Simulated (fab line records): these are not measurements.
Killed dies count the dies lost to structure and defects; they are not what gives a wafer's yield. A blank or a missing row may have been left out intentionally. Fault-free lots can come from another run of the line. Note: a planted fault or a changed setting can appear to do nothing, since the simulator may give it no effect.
Split-lot trial :: flow rit cmos :: route with 202 steps; 5 lots, 23 wafers read

## ABOUT THE SPLIT
At RIT_PLDD_COAT_01 (resist thk 1000 nm), the setting resist thk nm was moved away from the recipe's 1000 nm on 7 of the 23 wafers read, by -5.0% to -3.0%. For the rest of the wafers, this setting stayed at what the recipe calls for.

## FROM THE SPLIT TO THE READING: what the file shows between them, 3 steps
- RIT_PLDD_SOFTBAKE_02: time 60 s
- RIT_PLDD_EXPOSE_03: exposes mask M8, target cd 40900 nm
- RIT_PLDD_DEVELOP_05: develop time 50 s

## THE READING
NOVOLAK_of_PLDD_COAT_01.thk nm (the simulator's own value, which no gauge read), in nm, at RIT_PLDD_HARDBAKE_07 (time 60 s). There is no usual value for it anywhere in the file. The 16 wafers here that ran the recipe average 882.8 nm, standard deviation 2.6 nm.

wafer: L075.1
tool, chamber at the split: litho track-03, 0
resist thk nm as run, nm: 1000
against the recipe: recipe
NOVOLAK_of_PLDD_COAT_01.thk nm, nm: 885.8
against lot-mates on the recipe: -

wafer: L075.2
tool, chamber at the split: litho track-03, 0
resist thk nm as run, nm: 1000
against the recipe: recipe
NOVOLAK_of_PLDD_COAT_01.thk nm, nm: 884.5
against lot-mates on the recipe: -

wafer: L075.4
tool, chamber at the split: litho track-03, 0
resist thk nm as run, nm: 970.4
against the recipe: -3.0%
NOVOLAK_of_PLDD_COAT_01.thk nm, nm: 861.4
against lot-mates on the recipe: -24.0

wafer: L075.5
tool, chamber at the split: litho track-03, 0
resist thk nm as run, nm: 1000
against the recipe: recipe
NOVOLAK_of_PLDD_COAT_01.thk nm, nm: 886
against lot-mates on the recipe: -

wafer: L075.6
tool, chamber at the split: litho track-03, 0
resist thk nm as run, nm: 970.4
against the recipe: -3.0%
NOVOLAK_of_PLDD_COAT_01.thk nm, nm: 859.7
against lot-mates on the recipe: -25.7

wafer: L076.2
tool, chamber at the split: litho track-03, 0
resist thk nm as run, nm: 958.9
against the recipe: -4.1%
NOVOLAK_of_PLDD_COAT_01.thk nm, nm: 844.7
against lot-mates on the recipe: -37.9

wafer: L076.3
tool, chamber at the split: litho track-03, 0
resist thk nm as run, nm: 1000
against the recipe: recipe
NOVOLAK_of_PLDD_COAT_01.thk nm, nm: 883.8
against lot-mates on the recipe: -

wafer: L076.4
tool, chamber at the split: litho track-03, 0
resist thk nm as run, nm: 958.9
against the recipe: -4.1%
NOVOLAK_of_PLDD_COAT_01.thk nm, nm: 846.1
against lot-mates on the recipe: -36.5

wafer: L076.5
tool, chamber at the split: litho track-03, 0
resist thk nm as run, nm: 1000
against the recipe: recipe
NOVOLAK_of_PLDD_COAT_01.thk nm, nm: 881.4
against lot-mates on the recipe: -

wafer: L076.6
tool, chamber at the split: litho track-03, 0
resist thk nm as run, nm: 958.9
against the recipe: -4.1%
NOVOLAK_of_PLDD_COAT_01.thk nm, nm: 846.2
against lot-mates on the recipe: -36.4

wafer: L077.1
tool, chamber at the split: litho track-01, 0
resist thk nm as run, nm: 1000
against the recipe: recipe
NOVOLAK_of_PLDD_COAT_01.thk nm, nm: 883.8
against lot-mates on the recipe: -

wafer: L077.2
tool, chamber at the split: litho track-01, 0
resist thk nm as run, nm: 1000
against the recipe: recipe
NOVOLAK_of_PLDD_COAT_01.thk nm, nm: 881.4
against lot-mates on the recipe: -

wafer: L077.3
tool, chamber at the split: litho track-01, 0
resist thk nm as run, nm: 1000
against the recipe: recipe
NOVOLAK_of_PLDD_COAT_01.thk nm, nm: 885.4
against lot-mates on the recipe: -

wafer: L077.4
tool, chamber at the split: litho track-01, 0
resist thk nm as run, nm: 1000
against the recipe: recipe
NOVOLAK_of_PLDD_COAT_01.thk nm, nm: 885.3
against lot-mates on the recipe: -

wafer: L077.5
tool, chamber at the split: litho track-01, 0
resist thk nm as run, nm: 1000
against the recipe: recipe
NOVOLAK_of_PLDD_COAT_01.thk nm, nm: 884.4
against lot-mates on the recipe: -

wafer: L079.2
tool, chamber at the split: litho track-03, 0
resist thk nm as run, nm: 1000
against the recipe: recipe
NOVOLAK_of_PLDD_COAT_01.thk nm, nm: 880.7
against lot-mates on the recipe: -

wafer: L079.4
tool, chamber at the split: litho track-03, 0
resist thk nm as run, nm: 1000
against the recipe: recipe
NOVOLAK_of_PLDD_COAT_01.thk nm, nm: 883.9
against lot-mates on the recipe: -

wafer: L079.5
tool, chamber at the split: litho track-03, 0
resist thk nm as run, nm: 1000
against the recipe: recipe
NOVOLAK_of_PLDD_COAT_01.thk nm, nm: 881.7
against lot-mates on the recipe: -

wafer: L083.1
tool, chamber at the split: litho track-01, 0
resist thk nm as run, nm: 1000
against the recipe: recipe
NOVOLAK_of_PLDD_COAT_01.thk nm, nm: 879.4
against lot-mates on the recipe: -

wafer: L083.2
tool, chamber at the split: litho track-01, 0
resist thk nm as run, nm: 1000
against the recipe: recipe
NOVOLAK_of_PLDD_COAT_01.thk nm, nm: 880.3
against lot-mates on the recipe: -

wafer: L083.3
tool, chamber at the split: litho track-01, 0
resist thk nm as run, nm: 1000
against the recipe: recipe
NOVOLAK_of_PLDD_COAT_01.thk nm, nm: 876.4
against lot-mates on the recipe: -

wafer: L083.4
tool, chamber at the split: litho track-01, 0
resist thk nm as run, nm: 950.2
against the recipe: -5.0%
NOVOLAK_of_PLDD_COAT_01.thk nm, nm: 837.7
against lot-mates on the recipe: -41.0

wafer: L083.6
tool, chamber at the split: litho track-01, 0
resist thk nm as run, nm: 950.2
against the recipe: -5.0%
NOVOLAK_of_PLDD_COAT_01.thk nm, nm: 838.4
against lot-mates on the recipe: -40.3

FIT RESULTS
A straight line over all 23 wafers: NOVOLAK_of_PLDD_COAT_01.thk nm changes by +8.82 nm for each +1% of resist thk nm; r = +0.99; the points scatter about the line by 2.6 nm.
The same after taking each lot's own level away (the mean of its wafers on the recipe; 23 wafers): +8.54 nm for each +1%; r = +1.00; scatter 1.5 nm.
According to that fit, moving resist thk nm by its largest amount changes the reading by 43 nm.
The span of the lots' own levels, 878.70 to 885.43 nm, comes to 2.6 times the standard deviation stated above.
Consequently the slope shifts little with the lot-to-lot level, the two slopes agreeing.
Check: for one of the wafers moved furthest among these (-5.0%), held out of the fit, the line's prediction against its lot-mates is -43 nm. Against them it came out at -41 nm.

## ADDITIONAL SPLITS CARRIED BY THESE WAFERS
These wafers also went through other splits before the reading. Each is held against what the fit with the lots' levels taken away leaves over:
other split on the same wafers: RIT_NLDD_IMPLANT_08 dose cm2
wafers away from the commonest value: 10
r with NOVOLAK_of_PLDD_COAT_01.thk nm (lot level and that fit taken away): -0.17

## THE WHOLE CHAIN: every reading that the file lists as answering this split, in the file's order
step: RIT_PLDD_COAT_01
what it does: resist thk 1000 nm
reading: NOVOLAK_of_PLDD_COAT_01.thk nm (the simulator's own value, which no gauge read)
change (the file's fit): +9.7 nm for each +1% of the setting
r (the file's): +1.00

step: RIT_PLDD_HARDBAKE_07
what it does: time 60 s
reading: NOVOLAK_of_PLDD_COAT_01.thk nm (the simulator's own value, which no gauge read)
change (the file's fit): +8.49 nm for each +1% of the setting
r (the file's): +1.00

## THE FILE'S OWN FIT
NOVOLAK_of_PLDD_COAT_01.thk nm changes by +8.49 nm for each +1% of resist thk nm, r = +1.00.
